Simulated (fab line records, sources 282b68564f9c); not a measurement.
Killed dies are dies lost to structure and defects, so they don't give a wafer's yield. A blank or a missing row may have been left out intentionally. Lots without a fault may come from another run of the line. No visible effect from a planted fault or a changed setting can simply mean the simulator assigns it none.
A struck lot beside a sound one / flow rit cmos / 44 steps out of a route of 202
Sound: wafers L148.1, L148.2, L148.3. Wafers struck: L152.2, L152.3, L152.6. The cause comes at the end.
Each step with rows lists, per side, the tool, then ch with its chambers, then its first start. Under that, the readings that differ: sound wafers / struck wafers / difference of the means / sigmas: that difference in standard deviations of wafers without a fault.
alike: readings whose means differ by less than 2 such deviations, and words and numbers that are the same on both sides. not compared: withheld readings, readings that some wafer has no value for, bounds like >300 that may hide the same value, and numbers for which the record gives no deviation and whose values overlap.
The two part at a step that has a row with sigmas, a row that says differs or no value, or rows on one side only. When numbers do not overlap yet have no deviation, they are printed without sigmas and do not part them. A reading that every wafer of one side lacks parts them only if that side has two wafers or more.

first, 2 steps without rows for these wafers: RIT_NLDD_HARDBAKE_07 (time 60 s); RIT_NLDD_IMPLANT_08.
RIT_NLDD_STRIP_09: strips in O2, time 180 s.
  sound on plasma asher-03 ch 0,1, day 3 00:17; struck on plasma asher-03 ch 0,1, day 3 22:28
  alike: drypump motor current A, rf refl power W
  not compared: rf hours counter h
RIT_NLDD_TW_MEAS_10:
  sound on film metro-04 at day 3 00:28; struck on film metro-04 at day 3 22:39
  alike: NLDD_TW
then, 6 steps without rows for these wafers: RIT_PLDD_HMDS_00 (prime time 60 s); RIT_PLDD_COAT_01 (resist thk 1000 nm); RIT_PLDD_SOFTBAKE_02 (time 60 s); RIT_PLDD_EXPOSE_03 (exposes mask M8, target cd 40900 nm); RIT_PLDD_PEB_04; RIT_PLDD_DEVELOP_05 (develop time 50 s).
RIT_PLDD_OVL_MEAS_06:
  sound on overlay-02 at day 3 01:29; struck on overlay-02 at day 3 23:41
  alike: PLDD_OVL
then, 1 step without rows for these wafers: RIT_PLDD_HARDBAKE_07 (time 60 s).
RIT_PLDD_IMPLANT_08:
  sound on implanter-01 ch 0, day 3 01:41; struck on implanter-03 ch 0, day 3 23:53
reading=implant ion amu; sound=49 49 49; struck=11 11 11; difference=-38; sigmas=
reading=model.implant.rp nm (nm); sound=16.95 16.95 16.95; struck=64.39 64.39 64.39; difference=+47.44; sigmas=
reading=model.implant.drp nm (nm); sound=9.752 9.752 9.752; struck=28.34 28.34 28.34; difference=+18.59; sigmas=
  alike: beam energy keV, faraday current uA, tilt deg
RIT_PLDD_STRIP_09: strips in O2, time 180 s.
  sound on plasma asher-04 ch 0,1, day 3 01:50; struck on plasma asher-04 ch 0,1, day 4 00:01
  alike: drypump motor current A, rf refl power W
  not compared: rf hours counter h
RIT_PLDD_TW_MEAS_10:
  sound on film metro-03 at day 3 02:00; struck on film metro-04 at day 4 00:11
reading=PLDD_TW; sound=2373 2368 2391; struck=1606 1612 1612; difference=-767; sigmas=-70
then, 4 steps without rows for these wafers: RIT_SPACER_CLEAN_00 (cleans in SC1, time 600 s); RIT_SPACER_CLEAN_01 (cleans in dHF, time 30 s); RIT_SPACER_CLEAN_02 (cleans in SC2, time 600 s); RIT_SPACER_CVD_03 (deposits Si3N4 from SiH2Cl2/NH3, target thk 250 nm, time 3300 s).
RIT_SPACER_THK_MEAS_04:
  sound on film metro-02 at day 3 05:33; struck on film metro-03 at day 4 02:33
reading=SPACER_NITRIDE_THK (nm); sound=248.5 249.0 247.9; struck=253.8 254.0 252.8; difference=+5.1; sigmas=+3
RIT_SPACER_ETCHBACK_05: etches Si3N4 in SF6/CHF3, stops on SiO2, target depth 250 nm, time 240 s.
  sound on rie diel-04 ch 0,2,3, day 3 05:37; struck on rie diel-04 ch 0,1, day 4 02:36
  alike: drypump motor current A, oes product au, throttle valve pct
  not compared: rf hours counter h
then, 6 steps without rows for these wafers: RIT_NSD_HMDS_00 (prime time 60 s); RIT_NSD_COAT_01 (resist thk 1000 nm); RIT_NSD_SOFTBAKE_02 (time 60 s); RIT_NSD_EXPOSE_03 (exposes mask M9, target cd 40700 nm); RIT_NSD_PEB_04; RIT_NSD_DEVELOP_05 (develop time 50 s).
RIT_NSD_OVL_MEAS_06:
  sound on overlay-02 at day 3 06:51; struck on overlay-02 at day 4 03:37
  alike: NSD_OVL
then, 2 steps without rows for these wafers: RIT_NSD_HARDBAKE_07 (time 60 s); RIT_NSD_IMPLANT_08.
RIT_NSD_STRIP_09: strips in O2, time 180 s.
  sound on plasma asher-01 ch 0,1, day 3 07:21; struck on plasma asher-01 ch 0,1, day 4 03:56
  alike: drypump motor current A, rf refl power W
  not compared: rf hours counter h
RIT_NSD_TW_MEAS_10:
  sound on film metro-02 at day 3 07:32; struck on film metro-02 at day 4 04:07
  alike: NSD_TW
then, 6 steps without rows for these wafers: RIT_PSD_HMDS_00 (prime time 60 s); RIT_PSD_COAT_01 (resist thk 1000 nm); RIT_PSD_SOFTBAKE_02 (time 60 s); RIT_PSD_EXPOSE_03 (exposes mask M10, target cd 40900 nm); RIT_PSD_PEB_04; RIT_PSD_DEVELOP_05 (develop time 50 s).
RIT_PSD_OVL_MEAS_06:
  sound on overlay-02 at day 3 08:26; struck on overlay-02 at day 4 05:09
  alike: PSD_OVL
then, 2 steps without rows for these wafers: RIT_PSD_HARDBAKE_07 (time 60 s); RIT_PSD_IMPLANT_08.
RIT_PSD_STRIP_09: strips in O2, time 180 s.
  sound on plasma asher-03 ch 0,1, day 3 08:46; struck on plasma asher-02 ch 0,1, day 4 05:29
  alike: drypump motor current A, rf refl power W
  not compared: rf hours counter h
RIT_SDANNEAL_RS_MEAS_06: the measuring method here is four-point-probe.
  sound on film metro-02 at day 3 09:40; struck on film metro-04 at day 4 06:25
reading=PLDD_RS (ohm/sq); sound=178.0 177.7 178.2; struck=128.9 128.9 128.2; difference=-49.3; sigmas=-88
RIT_M1_PROBE_99:
  the record holds rows for the sound wafers here (prober-02, day 3 16:56) but none for the struck ones

== WHERE THEY PART ==
Last at RIT_M1_PROBE_99 as far as this record goes, first at RIT_PLDD_TW_MEAS_10.

WHY: whatever the simulator had introduced
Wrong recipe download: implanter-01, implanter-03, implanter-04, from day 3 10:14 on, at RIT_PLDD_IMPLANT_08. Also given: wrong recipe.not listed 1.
